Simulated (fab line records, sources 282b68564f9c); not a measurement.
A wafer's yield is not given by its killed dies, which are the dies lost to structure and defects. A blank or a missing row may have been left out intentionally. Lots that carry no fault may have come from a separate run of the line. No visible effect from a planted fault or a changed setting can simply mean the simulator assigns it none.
Split-lot study    flow ritCmos    23 wafers read from 5 lots, route of 202 steps

## THE SPLIT ITSELF
At RIT_ACTIVE_CVD_03 (deposits Si3N4 from SiH2Cl2/NH3, target thk 150 nm, time 1500 s), the setting timeS was moved away from the recipe's 1500 s on 20 of the 23 wafers read, by -11.8% to +9.4%. For the rest of the wafers, this setting stayed at what the recipe calls for.

## FROM THE SPLIT TO THE READING: what the file shows between them, 4 steps
- RIT_ACTIVE_THK_MEAS_04
- RIT_ACTIVE_DEVELOP_10: develop time 50 s (also split here: developTimeS)
- RIT_ACTIVE_CD_MEAS_11: target cd 1400 nm
- RIT_ACTIVE_HARDBAKE_12: time 60 s

## THE READING
oesProductAu, in a.u., at RIT_ACTIVE_ETCH_13 (etches Si3N4 in SF6, stops on SiO2, time 210 s, target depth 210 nm). On this fab line, fault-free wafers typically give 0.823 a.u. with a standard deviation of 0.012 a.u.

wafer   tool, chamber at the split  timeS as run, s  against the recipe  oesProductAu, a.u.  against lot-mates on the recipe
L076.1  -, -                        1323             -11.8%              0.763               no lot-mate on the recipe
L076.3  -, -                        1323             -11.8%              0.762               no lot-mate on the recipe
L076.4  -, -                        1323             -11.8%              0.763               no lot-mate on the recipe
L076.5  -, -                        1323             -11.8%              0.758               no lot-mate on the recipe
L076.6  -, -                        1323             -11.8%              0.760               no lot-mate on the recipe
L077.1  lpcvd-02, 1                 1500             recipe              0.812               -
L077.5  lpcvd-02, 1                 1500             recipe              0.804               -
L077.6  lpcvd-02, 1                 1500             recipe              0.821               -
L078.1  -, -                        1566             +4.4%               0.853               no lot-mate on the recipe
L078.2  -, -                        1566             +4.4%               0.867               no lot-mate on the recipe
L078.4  -, -                        1566             +4.4%               0.846               no lot-mate on the recipe
L078.5  -, -                        1566             +4.4%               0.855               no lot-mate on the recipe
L078.6  -, -                        1566             +4.4%               0.860               no lot-mate on the recipe
L081.1  -, -                        1641             +9.4%               0.856               no lot-mate on the recipe
L081.2  -, -                        1641             +9.4%               0.862               no lot-mate on the recipe
L081.4  -, -                        1641             +9.4%               0.857               no lot-mate on the recipe
L081.5  -, -                        1641             +9.4%               0.848               no lot-mate on the recipe
L081.6  -, -                        1641             +9.4%               0.875               no lot-mate on the recipe
L085.2  -, -                        1430             -4.7%               0.816               no lot-mate on the recipe
L085.3  -, -                        1430             -4.7%               0.778               no lot-mate on the recipe
L085.4  -, -                        1430             -4.7%               0.799               no lot-mate on the recipe
L085.5  -, -                        1430             -4.7%               0.781               no lot-mate on the recipe
L085.6  -, -                        1430             -4.7%               0.813               no lot-mate on the recipe

THE FIT
A straight line over all 23 wafers: oesProductAu changes by +0.00496 a.u. for each +1% of timeS; r = +0.95; the points scatter about the line by 0.013 a.u.
Too few moved wafers have a lot-mate on the recipe to fit a line with each lot's own level taken away.

## THE WHOLE CHAIN: every reading that the file lists as answering this split, in the file's order
step                    what it does                                                         reading                                                                        change (the file's fit)                    r (the file's)
RIT_ACTIVE_CVD_03       deposits Si3N4 from SiH2Cl2/NH3, target thk 150 nm, time 1500 s      Si3N4_of_ACTIVE_CVD_03.thkNm (the simulator's own value, which no gauge read)  +1.54 nm for each +1% of the setting       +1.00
RIT_ACTIVE_THK_MEAS_04                                                                       ACTIVE_NITRIDE_THK                                                             +1.54 for each +1% of the setting          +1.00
RIT_ACTIVE_ETCH_13      etches Si3N4 in SF6, stops on SiO2, time 210 s, target depth 210 nm  oesProductAu                                                                   +0.00496 a.u. for each +1% of the setting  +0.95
RIT_ACTIVE_ETCH_13      etches Si3N4 in SF6, stops on SiO2, time 210 s, target depth 210 nm  ACTIVE.featureDepthNm (the simulator's own value, which no gauge read)         +1.53 nm for each +1% of the setting       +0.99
RIT_ACTIVE_ETCH_13      etches Si3N4 in SF6, stops on SiO2, time 210 s, target depth 210 nm  etch.depthNm (the simulator's own value, which no gauge read)                  +1.54 nm for each +1% of the setting       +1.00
RIT_ACTIVE_CLEAN_15     cleans in SC1, time 600 s                                            Si3N4_of_ACTIVE_CVD_03.thkNm (the simulator's own value, which no gauge read)  +1.55 nm for each +1% of the setting       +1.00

## THE FILE'S OWN FIT
oesProductAu changes by +0.00496 a.u. for each +1% of timeS, r = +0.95.
